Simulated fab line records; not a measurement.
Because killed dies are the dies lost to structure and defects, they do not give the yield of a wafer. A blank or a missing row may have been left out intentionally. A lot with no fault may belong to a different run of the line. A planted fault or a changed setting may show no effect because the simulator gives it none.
fab line records -- flow rit-cmos
record lots=13, wafers=39, last-day=7
route steps=202 shown PSD@148 SDANNEAL@156 CONTACT@181 M1@196
lots with no fault: from the same line, run without faults
start-h: the number of hours between the record's first day and the start of the first shown wafer of the lot -- wait-h: how many hours have passed since the lot's step before this one -- " same as the row above -- L1.1+2: several wafers, shown together as one row -- - value missing, or start not given -- * or withheld: withheld -- < > ~ a bound
route shown NAME@n: a module of which the file shows steps, and the number in the route of the first -- usual: mean and standard deviation over wafers with no fault -- same: alike in all rows -- chamber/n: place in a boat -- sites: each site's reading -- _std_site: their standard deviation -- _edge_site: the outer-site mean with the inner-site mean subtracted -- radius-mm: for every site, how far away it sits from the centre of the wafer -- mask NAME#n: copy n -- behind: the last tool/chamber to shape the wafer -- hold: the reason the lot was held/the length of the hold in hours/how it ended -- device: the n, p or np transistor that did not switch -- end of line: the tests these same wafers got at the end of their route -- a step without rows: its recipe alone -- killed: dies that structure and defects cost at the first sort, which is not the same as the wafer's yield -- map: dies across one wafer; x = killed, . = not, _ = none there
set.NAME: the run value of the setting; set.NAME@STEP: its run value at that earlier step -- model.NAME: the simulator's own value behind a step, which no gauge read
one table for each step of the route and one row for each wafer, over a sample of lots
services: a tool's chamber out of use, with start hour (start-h, from the record's first day; less than 0 if before it), hours out, and reason
## steps
# step RIT_PSD_OVL_MEAS_06
# usual PSD_OVL=-1.1/1.5
lot.wafer,tool,chamber,start-h,wait-h,PSD_OVL[nm]
L442.3,overlay-02,-,64.73,-,3.3
L442.5,overlay-02,-,64.73,-,1.1
L442.6,overlay-02,-,64.73,-,-0.2
L443.3,overlay-01,-,66.55,-,0.5
L443.4,overlay-01,-,66.55,-,-2.5
L443.5,overlay-01,-,66.55,-,-3.3
L444.2,overlay-02,-,71.50,-,-0.8
L444.3,overlay-02,-,71.50,-,1.1
L444.5,overlay-02,-,71.50,-,0.0
L445.3,overlay-01,-,76.38,-,-2.1
L445.5,overlay-01,-,76.38,-,-2.4
L445.6,overlay-01,-,76.38,-,-1.7
L446.2,overlay-01,-,80.14,-,-1.4
L446.4,overlay-01,-,80.14,-,-2.0
L446.6,overlay-01,-,80.14,-,1.3
L447.1,overlay-01,-,84.83,-,1.1
L447.2,overlay-01,-,84.83,-,2.3
L447.3,overlay-01,-,84.83,-,-0.4
L448.1,overlay-02,-,93.17,-,-1.3
L448.5,overlay-02,-,93.17,-,-0.5
L448.6,overlay-02,-,93.17,-,0.0
L450.1,overlay-01,-,103.05,-,-1.7
L450.2,overlay-01,-,103.05,-,-1.0
L450.6,overlay-01,-,103.05,-,-1.9
L452.1,overlay-01,-,111.05,-,-1.7
L452.2,overlay-01,-,111.05,-,-1.1
L452.5,overlay-01,-,111.05,-,-1.7
L454.1,overlay-02,-,127.36,-,0.1
L454.3,overlay-02,-,127.36,-,0.8
L454.4,overlay-02,-,127.36,-,-0.3
L455.2,overlay-02,-,134.19,-,-1.0
L455.3,overlay-02,-,134.19,-,0.5
L455.4,overlay-02,-,134.19,-,-3.2
L460.1,overlay-01,-,157.97,-,-2.2
L460.4,overlay-01,-,157.97,-,-2.1
L460.5,overlay-01,-,157.97,-,-2.3
L462.1,overlay-01,-,166.13,-,-2.7
L462.5,overlay-01,-,166.13,-,-4.2
L462.6,overlay-01,-,166.13,-,-3.3
# step RIT_SDANNEAL_RTA_03
# recipe temp-c=1050, time-s=5, idle-temp-c=600, ramp-up-c-per-s=342, ramp-down-c-per-s=171, cool-to-c=600, ambient=N2
# usual wafer_temp_C_max=1053.5/1.2
lot.wafer,tool,chamber,start-h,wait-h,wafer_temp_C_max
L442.3,rtp-anneal-02,0,66.19,0.0,1052.5
L442.5,rtp-anneal-02,0,66.19,0.0,1051.5
L442.6,rtp-anneal-02,0,66.19,0.0,1055.1
L443.3,rtp-anneal-01,0,67.49,0.0,1054.0
L443.4,rtp-anneal-01,0,67.49,0.0,1051.4
L443.5,rtp-anneal-01,0,67.49,0.0,1054.4
L444.2,rtp-anneal-02,0,72.44,0.0,1055.8
L444.3,rtp-anneal-02,0,72.44,0.0,1052.8
L444.5,rtp-anneal-02,0,72.44,0.0,1052.8
L445.3,rtp-anneal-01,0,77.32,0.0,1053.6
L445.5,rtp-anneal-01,0,77.32,0.0,1051.6
L445.6,rtp-anneal-01,0,77.32,0.0,1052.5
L446.2,rtp-anneal-02,0,81.08,0.0,1053.3
L446.4,rtp-anneal-02,0,81.08,0.0,1052.4
L446.6,rtp-anneal-02,0,81.08,0.0,1053.1
L447.1,rtp-anneal-01,0,85.79,0.0,1054.6
L447.2,rtp-anneal-01,0,85.79,0.0,1056.1
L447.3,rtp-anneal-01,0,85.79,0.0,1056.9
L448.1,rtp-anneal-02,0,94.47,0.0,1054.5
L448.5,rtp-anneal-02,0,94.47,0.0,1050.6
L448.6,rtp-anneal-02,0,94.47,0.0,1054.3
L450.1,rtp-anneal-02,0,103.99,0.0,1053.4
L450.2,rtp-anneal-02,0,103.99,0.0,1053.9
L450.6,rtp-anneal-02,0,103.99,0.0,1054.6
L452.1,rtp-anneal-02,0,111.99,0.0,1054.5
L452.2,rtp-anneal-02,0,111.99,0.0,1055.0
L452.5,rtp-anneal-02,0,111.99,0.0,1054.7
L454.1,rtp-anneal-02,0,128.45,0.0,1055.4
L454.3,rtp-anneal-02,0,128.45,0.0,1054.4
L454.4,rtp-anneal-02,0,128.45,0.0,1054.4
L455.2,rtp-anneal-01,0,135.13,0.0,1054.9
L455.3,rtp-anneal-01,0,135.13,0.0,1053.3
L455.4,rtp-anneal-01,0,135.13,0.0,1051.7
L460.1,rtp-anneal-02,0,158.94,0.0,1053.8
L460.4,rtp-anneal-02,0,158.94,0.0,1052.0
L460.5,rtp-anneal-02,0,158.94,0.0,1054.2
L462.1,rtp-anneal-02,0,167.11,0.0,1052.7
L462.5,rtp-anneal-02,0,167.11,0.0,1053.3
L462.6,rtp-anneal-02,0,167.11,0.0,1054.5
# step RIT_CONTACT_CD_MEAS_90
# recipe target-cd-nm=1000
# usual cd-nm=1000.4/2.5
lot.wafer,tool,chamber,start-h,wait-h,cd-nm
L442.3,cd-sem-02,-,69.02,0.1,999.0
L442.5,cd-sem-02,-,69.02,0.1,998.5
L442.6,cd-sem-02,-,69.02,0.1,998.6
L443.3,cd-sem-02,-,70.45,0.1,1000.3
L443.4,cd-sem-02,-,70.45,0.1,999.4
L443.5,cd-sem-02,-,70.45,0.1,1000.2
L444.2,cd-sem-02,-,75.27,0.1,1001.9
L444.3,cd-sem-02,-,75.27,0.1,1000.8
L444.5,cd-sem-02,-,75.27,0.1,1001.0
L445.3,cd-sem-01,-,80.36,0.1,1003.0
L445.5,cd-sem-01,-,80.36,0.1,1001.2
L445.6,cd-sem-01,-,80.36,0.1,1002.5
L446.2,cd-sem-02,-,84.18,0.1,1001.7
L446.4,cd-sem-02,-,84.18,0.1,1004.9
L446.6,cd-sem-02,-,84.18,0.1,1002.0
L447.1,cd-sem-01,-,88.60,0.1,1001.4
L447.2,cd-sem-01,-,88.60,0.1,1001.0
L447.3,cd-sem-01,-,88.60,0.1,1003.5
L448.1,cd-sem-02,-,98.16,0.1,999.1
L448.5,cd-sem-02,-,98.16,0.1,997.4
L448.6,cd-sem-02,-,98.16,0.1,1000.0
L450.1,cd-sem-01,-,107.02,0.1,996.7
L450.2,cd-sem-01,-,107.02,0.1,998.4
L450.6,cd-sem-01,-,107.02,0.1,998.2
L452.1,cd-sem-01,-,114.92,0.1,1001.5
L452.2,cd-sem-01,-,114.92,0.1,1002.2
L452.5,cd-sem-01,-,114.92,0.1,1001.2
L454.1,cd-sem-02,-,131.26,0.1,1000.4
L454.3,cd-sem-02,-,131.26,0.1,999.8
L454.4,cd-sem-02,-,131.26,0.1,999.8
L455.2,cd-sem-01,-,137.95,0.1,1001.5
L455.3,cd-sem-01,-,137.95,0.1,1004.9
L455.4,cd-sem-01,-,137.95,0.1,1002.7
L460.1,cd-sem-01,-,161.84,0.1,1004.2
L460.4,cd-sem-01,-,161.84,0.1,1002.4
L460.5,cd-sem-01,-,161.84,0.1,1002.8
L462.1,cd-sem-01,-,170.11,0.1,996.4
L462.5,cd-sem-01,-,170.11,0.1,997.8
L462.6,cd-sem-01,-,170.11,0.1,995.7
# step RIT_M1_METAL_ETCH_12
# recipe stop-on=SiO2, chemistry=Cl2/BCl3, target=Al, time-s=165, over-etch-frac=0.5, pressure-mtorr=100, target-depth-a=6000, rf-w=250, Cl2_flow_sccm=60, bcl3-flow-sccm=50
# usual drypump-motor-current-A=5.58/0.19, oes-product-au=0.784/0.011, run-length-s=192.8/0.34, throttle-valve-pct=8.26/0.071
lot.wafer,tool,chamber,start-h,wait-h,drypump-motor-current-A,oes-product-au,rf-hours-counter-h,run-length-s,throttle-valve-pct
L442.3,rie-metal-01,1,71.39,0.2,5.44,0.762,-,192.4,8.13
L442.5,rie-metal-01,0,71.39,0.2,5.71,0.773,-,193.1,8.36
L442.6,rie-metal-01,1,71.39,0.2,5.44,0.764,-,192.3,8.14
L443.3,rie-metal-02,1,72.69,0.2,5.44,0.781,-,193.3,8.27
L443.4,rie-metal-02,0,72.69,0.2,5.67,0.800,-,192.4,8.30
L443.5,rie-metal-02,0,72.69,0.2,5.68,0.802,-,192.8,8.28
L444.2,rie-metal-04,0,77.57,0.2,5.32,0.785,2.5,192.8,8.27
L444.3,rie-metal-04,0,77.57,0.2,5.32,0.796,-,192.5,8.28
L444.5,rie-metal-04,0,77.57,0.2,5.32,0.785,-,192.3,8.28
L445.3,rie-metal-01,1,82.61,0.2,5.44,0.765,-,192.5,8.11
L445.5,rie-metal-01,0,82.61,0.2,5.67,0.776,-,193.7,8.37
L445.6,rie-metal-01,1,82.61,0.2,5.44,0.763,-,192.7,8.13
L446.2,rie-metal-02,0,86.40,0.2,5.67,0.803,0.9,192.5,8.28
L446.4,rie-metal-02,1,86.40,0.2,5.51,0.789,-,193.0,8.26
L446.6,rie-metal-02,0,86.40,0.2,5.69,0.800,-,192.7,8.30
L447.1,rie-metal-04,0,90.84,0.2,5.33,0.785,2.7,192.3,8.27
L447.2,rie-metal-04,1,90.84,0.2,5.87,0.792,2.7,192.5,8.24
L447.3,rie-metal-04,1,90.84,0.2,5.89,0.777,-,192.5,8.23
L448.1,rie-metal-01,1,100.57,0.2,5.45,0.766,4.7,192.3,8.13
L448.5,rie-metal-01,0,100.57,0.2,5.66,0.782,-,193.5,8.36
L448.6,rie-metal-01,1,100.57,0.2,5.46,0.775,-,192.5,8.12
L450.1,rie-metal-01,1,109.25,0.2,5.46,0.774,4.9,192.5,8.13
L450.2,rie-metal-01,0,109.25,0.2,5.74,0.777,4.9,192.9,8.37
L450.6,rie-metal-01,1,109.25,0.2,5.45,0.762,-,192.8,8.13
L452.1,rie-metal-01,0,117.17,0.2,5.69,0.785,5.0,193.0,8.36
L452.2,rie-metal-01,1,117.17,0.2,5.44,0.770,5.0,192.6,8.11
L452.5,rie-metal-01,0,117.17,0.2,5.70,0.779,-,193.1,8.37
L454.1,rie-metal-02,1,133.61,0.2,5.46,0.782,1.5,192.8,8.27
L454.3,rie-metal-02,0,133.61,0.2,5.67,0.798,-,192.5,8.27
L454.4,rie-metal-02,1,133.61,0.2,5.41,0.774,-,193.6,8.27
L455.2,rie-metal-01,0,140.41,0.2,5.67,0.788,5.2,193.3,8.36
L455.3,rie-metal-01,1,140.41,0.2,5.45,0.773,-,192.8,8.13
L455.4,rie-metal-01,0,140.41,0.2,5.72,0.785,-,193.2,8.37
L460.1,rie-metal-02,1,164.09,0.2,5.44,0.789,1.8,193.0,8.27
L460.4,rie-metal-02,0,164.09,0.2,5.67,0.790,-,192.7,8.29
L460.5,rie-metal-02,1,164.09,0.2,5.38,0.784,-,193.3,8.26
L462.1,rie-metal-04,1,172.48,0.2,5.88,0.776,3.4,193.0,8.23
L462.5,rie-metal-04,1,172.48,0.2,5.87,0.792,-,192.7,8.21
L462.6,rie-metal-04,0,172.48,0.2,5.32,1.007,-,151.1,8.23
# step RIT_M1_CD_MEAS_90
# recipe target-cd-nm=2600
# usual cd-nm=2599.5/2.4
lot.wafer,tool,chamber,start-h,wait-h,cd-nm
L442.3,cd-sem-01,-,71.89,0.1,2602.7
L442.5,cd-sem-01,-,71.89,0.1,2594.7
L442.6,cd-sem-01,-,71.89,0.1,2601.3
L443.3,cd-sem-01,-,73.19,0.1,2598.5
L443.4,cd-sem-01,-,73.19,0.1,2595.7
L443.5,cd-sem-01,-,73.19,0.1,2595.4
L444.2,cd-sem-02,-,78.10,0.1,2599.0
L444.3,cd-sem-02,-,78.10,0.1,2598.6
L444.5,cd-sem-02,-,78.10,0.1,2599.2
L445.3,cd-sem-02,-,83.11,0.1,2599.5
L445.5,cd-sem-02,-,83.11,0.1,2594.2
L445.6,cd-sem-02,-,83.11,0.1,2598.3
L446.2,cd-sem-02,-,86.95,0.1,2600.9
L446.4,cd-sem-02,-,86.95,0.1,2597.2
L446.6,cd-sem-02,-,86.95,0.1,2600.3
L447.1,cd-sem-01,-,91.49,0.1,2605.7
L447.2,cd-sem-01,-,91.49,0.1,2604.9
L447.3,cd-sem-01,-,91.49,0.1,2604.4
L448.1,cd-sem-01,-,101.08,0.1,2601.4
L448.5,cd-sem-01,-,101.08,0.1,2600.5
L448.6,cd-sem-01,-,101.08,0.1,2600.2
L450.1,cd-sem-01,-,109.77,0.1,2601.4
L450.2,cd-sem-01,-,109.77,0.1,2601.1
L450.6,cd-sem-01,-,109.77,0.1,2600.5
L452.1,cd-sem-02,-,117.68,0.1,2597.5
L452.2,cd-sem-02,-,117.68,0.1,2599.1
L452.5,cd-sem-02,-,117.68,0.1,2598.4
L454.1,cd-sem-01,-,134.13,0.1,2600.0
L454.3,cd-sem-01,-,134.13,0.1,2601.4
L454.4,cd-sem-01,-,134.13,0.1,2600.6
L455.2,cd-sem-01,-,140.96,0.1,2601.5
L455.3,cd-sem-01,-,140.96,0.1,2596.8
L455.4,cd-sem-01,-,140.96,0.1,2598.6
L460.1,cd-sem-01,-,164.60,0.1,2594.5
L460.4,cd-sem-01,-,164.60,0.1,2599.3
L460.5,cd-sem-01,-,164.60,0.1,2597.1
L462.1,cd-sem-01,-,173.01,0.1,2601.5
L462.5,cd-sem-01,-,173.01,0.1,2601.1
L462.6,cd-sem-01,-,173.01,0.1,2607.9
# step RIT_M1_PROBE_99
# usual defect-limited-yield=97.5/1.1, killed-at-contacts=0.0/0.2, killed-at-front-end=6.6/2.8, killed-dies=6.6/2.8, killed-open=3.3/1.9, killed-short=3.2/1.8
# same gross-dies=264, killed_at_M0_to_M3=0, killed_at_M4_up=0, killed-at-back-side=0, killed-at-other=0
lot.wafer,tool,chamber,start-h,wait-h,defect-limited-yield[%],killed-at-contacts,killed-at-front-end,killed-dies,killed-open,killed-short
L442.3,prober-02,-,73.69,0.2,99.2,0,2,2,0,2
L442.5,prober-02,-,73.79,0.2,96.2,0,10,10,3,7
L442.6,prober-02,-,73.84,0.2,98.1,0,5,5,3,2
L443.3,prober-01,-,75.19,0.2,97.7,0,6,6,1,5
L443.4,prober-01,-,75.24,0.2,97.7,0,6,6,3,3
L443.5,prober-01,-,75.29,0.2,96.6,0,9,9,7,2
L444.2,prober-02,-,79.87,0.1,96.2,0,10,10,7,3
L444.3,prober-02,-,79.92,0.2,98.1,0,5,5,4,1
L444.5,prober-02,-,80.02,0.2,97.3,0,7,7,5,2
L445.3,prober-01,-,84.91,0.2,96.6,0,9,9,4,5
L445.5,prober-01,-,85.01,0.2,96.2,0,10,10,6,4
L445.6,prober-01,-,85.06,0.2,97.0,0,8,8,3,5
L446.2,prober-02,-,88.72,0.1,97.0,0,8,8,4,4
L446.4,prober-02,-,88.82,0.2,97.0,0,8,8,3,5
L446.6,prober-02,-,88.92,0.2,95.8,1,10,11,5,6
L447.1,prober-01,-,93.23,0.1,97.7,0,6,6,3,3
L447.2,prober-01,-,93.28,0.1,96.6,0,9,9,4,5
L447.3,prober-01,-,93.33,0.2,98.1,0,5,5,2,2
L448.1,prober-02,-,102.82,0.1,98.5,1,3,4,3,1
L448.5,prober-02,-,103.02,0.2,97.7,0,6,6,3,3
L448.6,prober-02,-,103.07,0.2,99.2,0,2,2,1,1
L450.1,prober-02,-,111.51,0.1,96.6,0,9,9,4,5
L450.2,prober-02,-,111.56,0.1,98.9,0,3,3,0,3
L450.6,prober-02,-,111.76,0.2,98.1,0,5,5,3,2
L452.1,prober-02,-,119.42,0.1,96.2,0,10,10,5,5
L452.2,prober-02,-,119.47,0.1,97.3,0,7,7,3,4
L452.5,prober-02,-,119.62,0.2,98.1,0,5,5,3,2
L454.1,prober-02,-,135.87,0.1,97.3,0,7,7,3,4
L454.3,prober-02,-,135.97,0.2,95.5,0,12,12,7,4
L454.4,prober-02,-,136.02,0.2,98.1,0,5,5,2,3
L455.2,prober-01,-,142.73,0.1,99.6,0,1,1,1,0
L455.3,prober-01,-,142.78,0.2,98.1,0,5,5,2,3
L455.4,prober-01,-,142.83,0.2,96.2,0,10,10,5,5
L460.1,prober-02,-,167.64,0.1,98.9,0,3,3,2,1
L460.4,prober-02,-,167.79,0.2,97.0,0,8,8,4,4
L460.5,prober-02,-,167.84,0.2,99.6,0,1,1,1,0
L462.1,prober-02,-,174.75,0.1,97.0,0,8,8,4,4
L462.5,prober-02,-,174.95,0.2,97.0,0,8,8,3,5
L462.6,prober-02,-,175.00,0.2,98.5,0,4,4,2,2
# killed by level:class
L442.3 GATE:geometric-particle:short=1 SPACER:geometric-particle:short=1
L442.5 GATE:geometric-particle:short=3 GATE:geometric-particle:open=2 SPACER:geometric-particle:short=2 SILICIDE:geometric-particle:short=2 SILICIDE:geometric-particle:open=1
L442.6 FOX1:geometric-particle:short=1 FOX1:geometric-particle:open=1 GATE:geometric-particle:open=1 GATE:geometric-particle:short=1 SPACER:geometric-particle:open=1
L443.3 FOX1:geometric-particle:short=2 GATE:geometric-particle:short=2 REOX:geometric-particle:open=1 SPACER:geometric-particle:short=1
L443.4 GATE:geometric-particle:open=2 SPACER:geometric-particle:short=2 GATE:geometric-particle:short=1 SPACER:geometric-particle:open=1
L443.5 GATE:geometric-particle:open=4 ACTIVE:geometric-particle:open=1 FOX1:geometric-particle:short=1 FOX1:geometric-particle:open=1 GATE:geometric-particle:short=1 SILICIDE:geometric-particle:open=1
L444.2 REOX:geometric-particle:open=3 GATE:geometric-particle:open=2 FOX1:geometric-particle:short=1 FOX1:geometric-particle:open=1 GATE:geometric-particle:short=1 REOX:geometric-particle:short=1 SILICIDE:geometric-particle:open=1
L444.3 GATE:geometric-particle:open=3 FOX1:geometric-particle:short=1 SPACER:geometric-particle:open=1
L444.5 GATE:geometric-particle:open=2 REOX:geometric-particle:open=1 SPACER:geometric-particle:open=1 SPACER:geometric-particle:short=1 SILICIDE:geometric-particle:open=1 SILICIDE:geometric-particle:short=1
L445.3 FOX1:geometric-particle:open=2 GATE:geometric-particle:open=2 SPACER:geometric-particle:short=2 FOX1:geometric-particle:short=1 GATE:geometric-particle:short=1 REOX:geometric-particle:short=1
L445.5 FOX1:geometric-particle:open=4 GATE:geometric-particle:short=2 FOX1:geometric-particle:short=1 REOX:geometric-particle:open=1 SILICIDE:geometric-particle:open=1 SILICIDE:geometric-particle:short=1
L445.6 GATE:geometric-particle:open=2 FOX1:geometric-particle:short=1 FOX2:geometric-particle:short=1 GATE:geometric-particle:short=1 REOX:geometric-particle:short=1 SILICIDE:geometric-particle:open=1 SILICIDE:geometric-particle:short=1
L446.2 FOX2:geometric-particle:open=2 FOX1:geometric-particle:short=1 FOX2:geometric-particle:short=1 GATE:geometric-particle:open=1 REOX:geometric-particle:short=1 SPACER:geometric-particle:short=1 SPACER:geometric-particle:open=1
L446.4 SPACER:geometric-particle:short=3 FOX2:geometric-particle:open=2 FOX2:geometric-particle:short=1 SPACER:geometric-particle:open=1 SILICIDE:geometric-particle:short=1
L446.6 SPACER:geometric-particle:open=2 FOX1:geometric-particle:open=1 FOX2:geometric-particle:open=1 FOX2:geometric-particle:short=1 GATE:geometric-particle:short=1 REOX:geometric-particle:short=1 SILICIDE:geometric-particle:open=1 SPACER:geometric-particle:short=1
L447.1 FOX1:geometric-particle:short=2 GATE:geometric-particle:open=2 FOX2:geometric-particle:short=1 SILICIDE:geometric-particle:open=1
L447.2 SPACER:geometric-particle:open=3 FOX1:geometric-particle:short=2 FOX2:geometric-particle:short=1 FOX2:geometric-particle:open=1 REOX:geometric-particle:short=1 SILICIDE:geometric-particle:short=1
L447.3 GATE:geometric-particle:open=2 GATE:geometric-particle:short=1 REOX:geometric-particle:short=1 NWELL:coat-microbubble-printed=1
L448.1 FOX1:geometric-particle:open=1 FOX2:geometric-particle:short=1 SPACER:geometric-particle:open=1 CONTACT:geometric-particle:open=1
L448.5 GATE:geometric-particle:short=2 GATE:geometric-particle:open=2 FOX1:geometric-particle:open=1 FOX1:geometric-particle:short=1
L448.6 REOX:geometric-particle:open=1 SPACER:geometric-particle:short=1
L450.1 FOX1:geometric-particle:open=4 GATE:geometric-particle:short=4 FOX1:geometric-particle:short=1
L450.2 FOX1:geometric-particle:short=1 GATE:geometric-particle:short=1 SPACER:geometric-particle:short=1
L450.6 FOX1:geometric-particle:open=1 FOX1:geometric-particle:short=1 FOX2:geometric-particle:open=1 SILICIDE:geometric-particle:open=1 SILICIDE:geometric-particle:short=1
L452.1 GATE:geometric-particle:open=4 SPACER:geometric-particle:short=3 FOX1:geometric-particle:short=1 FOX2:geometric-particle:open=1 GATE:geometric-particle:short=1
L452.2 GATE:geometric-particle:short=3 FOX1:geometric-particle:open=1 FOX2:geometric-particle:short=1 FOX2:geometric-particle:open=1 SILICIDE:geometric-particle:open=1
L452.5 FOX2:geometric-particle:open=1 FOX2:geometric-particle:short=1 GATE:geometric-particle:open=1 SPACER:geometric-particle:short=1 SILICIDE:geometric-particle:open=1
L454.1 REOX:geometric-particle:open=2 FOX1:geometric-particle:open=1 FOX2:geometric-particle:short=1 GATE:geometric-particle:short=1 REOX:geometric-particle:short=1 SPACER:geometric-particle:short=1
L454.3 GATE:geometric-particle:open=3 SPACER:geometric-particle:open=2 FOX1:geometric-particle:short=1 FOX2:geometric-particle:open=1 GATE:geometric-particle:short=1 REOX:geometric-particle:open=1 SPACER:geometric-particle:short=1 SILICIDE:geometric-particle:short=1
L454.4 GATE:geometric-particle:short=2 GATE:geometric-particle:open=1 SILICIDE:geometric-particle:open=1 SILICIDE:geometric-particle:short=1
L455.2 FOX2:geometric-particle:open=1
L455.3 FOX2:geometric-particle:short=2 GATE:geometric-particle:short=1 REOX:geometric-particle:open=1 SILICIDE:geometric-particle:open=1
L455.4 FOX2:geometric-particle:open=2 GATE:geometric-particle:short=2 SILICIDE:geometric-particle:short=2 FOX1:geometric-particle:open=1 FOX2:geometric-particle:short=1 GATE:geometric-particle:open=1 SILICIDE:geometric-particle:open=1
L460.1 GATE:geometric-particle:open=1 REOX:geometric-particle:open=1 SPACER:geometric-particle:short=1
L460.4 GATE:geometric-particle:open=2 SILICIDE:geometric-particle:short=2 FOX2:geometric-particle:open=1 GATE:geometric-particle:short=1 REOX:geometric-particle:short=1 SPACER:geometric-particle:open=1
L460.5 SILICIDE:geometric-particle:open=1
L462.1 SPACER:geometric-particle:short=2 SPACER:geometric-particle:open=2 GATE:geometric-particle:open=1 REOX:geometric-particle:short=1 REOX:geometric-particle:open=1 SILICIDE:geometric-particle:short=1
L462.5 GATE:geometric-particle:short=2 GATE:geometric-particle:open=2 FOX1:geometric-particle:short=1 REOX:geometric-particle:short=1 SPACER:geometric-particle:short=1 SPACER:geometric-particle:open=1
L462.6 GATE:geometric-particle:open=2 REOX:geometric-particle:short=1 SPACER:geometric-particle:short=1
## services
tool,chamber,start-h,hours,kind
rie-metal-01,-,44.82,4.0,pm
rie-metal-04,-,103.27,14.6,pm
## key
first-sign step=RIT_M1_METAL_ETCH_12, reading=run-length-s, direction=down, sigmas=99+, usual=*, struck=*
effect step=RIT_M1_METAL_ETCH_12, reading=oes-product-au, direction=up, sigmas=20, usual=0.784, struck=1.007
effect step=RIT_M1_CD_MEAS_90, reading=cd-nm, direction=up, sigmas=3.5, usual=2599.5, struck=2607.9
met-at RIT_M1_METAL_ETCH_12
struck-lots L462
struck-wafers L462.6
not-acting-at RIT_PSD_OVL_MEAS_06,RIT_SDANNEAL_RTA_03,RIT_CONTACT_CD_MEAS_90
onset-between 90.84 172.48
fault kind=process-parameter-drift, tool=rie-metal-04, chamber=0, onset-h=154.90, steps=RIT_M1_METAL_ETCH_12, channel=time-s, offset=*, shape=step, end-h=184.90, stated=*
